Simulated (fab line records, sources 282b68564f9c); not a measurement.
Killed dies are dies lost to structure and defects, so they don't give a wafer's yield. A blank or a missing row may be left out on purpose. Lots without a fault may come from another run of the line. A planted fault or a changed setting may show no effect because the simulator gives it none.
Problem report in the 8D (eight disciplines) form, filled by code | flow rit_cmos | the parts of the form that need people (team, actions taken, sign-off) are left out

1. THE PROBLEM
PWELL_TW at RIT_PWELL_TW_MEAS_10 reads a mean of 2014 on 6 wafers of 2 lots; wafers without a fault read 947 with a standard deviation of 11. That is +97 standard deviations from the usual mean.
First seen on wafer L423.1, day 5 13:31, on film_metro-04. The record holds 42 wafers of 14 lots with a number at this step. Rule for "out", or "out of limits": more than 4 standard deviations from the usual mean. The other wafers with a number count as sound.

2. WHAT IT IS AND WHAT IT IS NOT
question                    | is                           | is not
which readings at this step | PWELL_TW                     | -
which lots                  | L423, L427                   | L407, L408, L409, L410, L411, L412, L414, L416, L417, L419, L421, L424
which wafers of those lots  | all that have a number       | -
read on which gauges        | film_metro-01, film_metro-04 | film_metro-02
when                        | from day 5 13:31             | up to then (33 sound wafers); but 3 sound wafers of L424 came after

3. SUSPECTS, AND WHAT RULES EACH OUT
Counting: a tool at a process step up to the reading stays a suspect if it ran every lot that is out and no sound lot after the first of them.
- the gauge at RIT_PWELL_TW_MEAS_10: ruled out. The wafers that are out were read on 2 gauges (film_metro-01, film_metro-04).
- litho_track-04 at RIT_NWELL_COAT_01 (resist thk 1300 nm): kept. It ran every lot that is out, first L423 (day 5 10:24), and no sound lot after that; its last sound lot up to then is L417 (day 4 02:43).
Left after counting: litho_track-04 at RIT_NWELL_COAT_01.

4. THE CAUSE (what the simulator had put in)
Process parameter drift: litho_track-04, from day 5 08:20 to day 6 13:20, at RIT_NWELL_COAT_01. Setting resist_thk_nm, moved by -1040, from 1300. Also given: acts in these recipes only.
Counting left only this tool.

5. THE CHAIN OF EFFECTS, in route order
Each row: a reading whose mean over the struck wafers that have a number lies more than 3 standard deviations from the usual. Only readings for which the record gives a usual standard deviation are gone through. hours: the time from each lot's start at the first step in this table that gives one to its start at this step, as a median over the lots. sigmas: the change in usual standard deviations.
hours | step                 | reading  | usual | on struck wafers | change | sigmas
0     | RIT_PWELL_TW_MEAS_10 | PWELL_TW | 947   | 2014             | +1067  | +97

6. WHAT WOULD HAVE CAUGHT IT SOONER
In this record the first reading out of limits at a measuring or inspecting step was taken at day 5 13:31, 5 hours after the fault began at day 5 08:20.
Of the lots that are out (2), L427 began RIT_NWELL_COAT_01 on litho_track-04 after day 5 13:31. A hold on the tool at that time would have spared it.
